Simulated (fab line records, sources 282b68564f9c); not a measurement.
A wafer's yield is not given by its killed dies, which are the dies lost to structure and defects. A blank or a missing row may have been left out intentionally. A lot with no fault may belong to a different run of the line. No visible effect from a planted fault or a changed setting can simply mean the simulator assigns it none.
Matching of chambers || flow rit cmos || 4 sister chambers for RIT_GATE_ETCH_19 on rie si-01
The step etches poly-Si in SF6/CHF3/O2, stops on SiO2, time 165 s, target depth 312.5 nm. 16 wafers are shown with their chamber, then 8 later ones without.

== EACH WAFER AND ITS CHAMBER ==
{"wafer": "L350.2", "chamber": 3, "drypump motor current A (A)": 5.0, "throttle valve pct (%)": 10.31, "oes product au (a.u.)": 0.846}
{"wafer": "L350.4", "chamber": 0, "drypump motor current A (A)": 6.0, "throttle valve pct (%)": 10.30, "oes product au (a.u.)": 0.855}
{"wafer": "L350.6", "chamber": 1, "drypump motor current A (A)": 6.3, "throttle valve pct (%)": 10.23, "oes product au (a.u.)": 0.844}
{"wafer": "L352.1", "chamber": 3, "drypump motor current A (A)": 5.0, "throttle valve pct (%)": 10.32, "oes product au (a.u.)": 0.843}
{"wafer": "L352.4", "chamber": 0, "drypump motor current A (A)": 5.9, "throttle valve pct (%)": 10.30, "oes product au (a.u.)": 0.856}
{"wafer": "L352.6", "chamber": 1, "drypump motor current A (A)": 6.3, "throttle valve pct (%)": 10.24, "oes product au (a.u.)": 0.820}
{"wafer": "L362.1", "chamber": 0, "drypump motor current A (A)": 6.0, "throttle valve pct (%)": 10.30, "oes product au (a.u.)": 0.859}
{"wafer": "L362.3", "chamber": 1, "drypump motor current A (A)": 6.3, "throttle valve pct (%)": 10.23, "oes product au (a.u.)": 0.821}
{"wafer": "L362.5", "chamber": 3, "drypump motor current A (A)": 5.0, "throttle valve pct (%)": 10.31, "oes product au (a.u.)": 0.838}
{"wafer": "L364.1", "chamber": 1, "drypump motor current A (A)": 6.3, "throttle valve pct (%)": 10.25, "oes product au (a.u.)": 0.828}
{"wafer": "L364.2", "chamber": 0, "drypump motor current A (A)": 5.9, "throttle valve pct (%)": 10.29, "oes product au (a.u.)": 0.867}
{"wafer": "L364.4", "chamber": 2, "drypump motor current A (A)": 5.6, "throttle valve pct (%)": 10.14, "oes product au (a.u.)": 0.830}
{"wafer": "L366.2", "chamber": 1, "drypump motor current A (A)": 6.3, "throttle valve pct (%)": 10.25, "oes product au (a.u.)": 0.827}
{"wafer": "L366.3", "chamber": 0, "drypump motor current A (A)": 6.0, "throttle valve pct (%)": 10.28, "oes product au (a.u.)": 0.858}
{"wafer": "L366.6", "chamber": 0, "drypump motor current A (A)": 5.9, "throttle valve pct (%)": 10.30, "oes product au (a.u.)": 0.866}
{"wafer": "L368.3", "chamber": 2, "drypump motor current A (A)": 5.6, "throttle valve pct (%)": 10.14, "oes product au (a.u.)": 0.834}

SIGNATURES (means of the wafers above)
{"reading": "drypump motor current A", "chamber 0": 5.950, "chamber 1": 6.300, "chamber 2": 5.600, "chamber 3": 5.000, "scatter within a chamber": 0.0354}
{"reading": "throttle valve pct", "chamber 0": 10.2950, "chamber 1": 10.2400, "chamber 2": 10.1400, "chamber 3": 10.3133, "scatter within a chamber": 0.00825}
{"reading": "oes product au", "chamber 0": 0.86017, "chamber 1": 0.82800, "chamber 2": 0.83200, "chamber 3": 0.84233, "scatter within a chamber": 0.00672}
Rule: for a wafer and a chamber, the distance is found by dividing, reading by reading, the gap between the wafer's reading and the chamber's mean by the reading's scatter, squaring, summing and taking the root. The wafer belongs to the nearest chamber; if the next one is less than 2 further off, it can't be placed. The scatter is the square root of a quotient: the sum, over the shown wafers, of each reading's squared deviation from its chamber's mean, divided by wafers minus chambers.

== WAFERS WITH NO CHAMBER GIVEN ==
{"wafer": "L368.4", "drypump motor current A (A)": 5.9, "throttle valve pct (%)": 10.29, "oes product au (a.u.)": 0.855}
{"wafer": "L368.6", "drypump motor current A (A)": 5.0, "throttle valve pct (%)": 10.32, "oes product au (a.u.)": 0.845}
{"wafer": "L370.1", "drypump motor current A (A)": 5.6, "throttle valve pct (%)": 10.15, "oes product au (a.u.)": 0.850}
{"wafer": "L370.5", "drypump motor current A (A)": 5.6, "throttle valve pct (%)": 10.14, "oes product au (a.u.)": 0.845}
{"wafer": "L370.6", "drypump motor current A (A)": 5.9, "throttle valve pct (%)": 10.30, "oes product au (a.u.)": 0.868}
{"wafer": "L372.1", "drypump motor current A (A)": 5.9, "throttle valve pct (%)": 10.31, "oes product au (a.u.)": 0.864}
{"wafer": "L372.2", "drypump motor current A (A)": 6.3, "throttle valve pct (%)": 10.23, "oes product au (a.u.)": 0.829}
{"wafer": "L372.6", "drypump motor current A (A)": 6.0, "throttle valve pct (%)": 10.30, "oes product au (a.u.)": 0.863}

== EACH ONE'S CHAMBER ==
{"wafer": "L368.4", "from the rows above": 0, "in truth": 0}
{"wafer": "L368.6", "from the rows above": 3, "in truth": 3}
{"wafer": "L370.1", "from the rows above": 2, "in truth": 2}
{"wafer": "L370.5", "from the rows above": 2, "in truth": 2}
{"wafer": "L370.6", "from the rows above": 0, "in truth": 0}
{"wafer": "L372.1", "from the rows above": 0, "in truth": 0}
{"wafer": "L372.2", "from the rows above": 1, "in truth": 1}
{"wafer": "L372.6", "from the rows above": 0, "in truth": 0}
Correct placement for 8 of the 8. Not placeable from these rows: 0. Placed wrongly: 0.
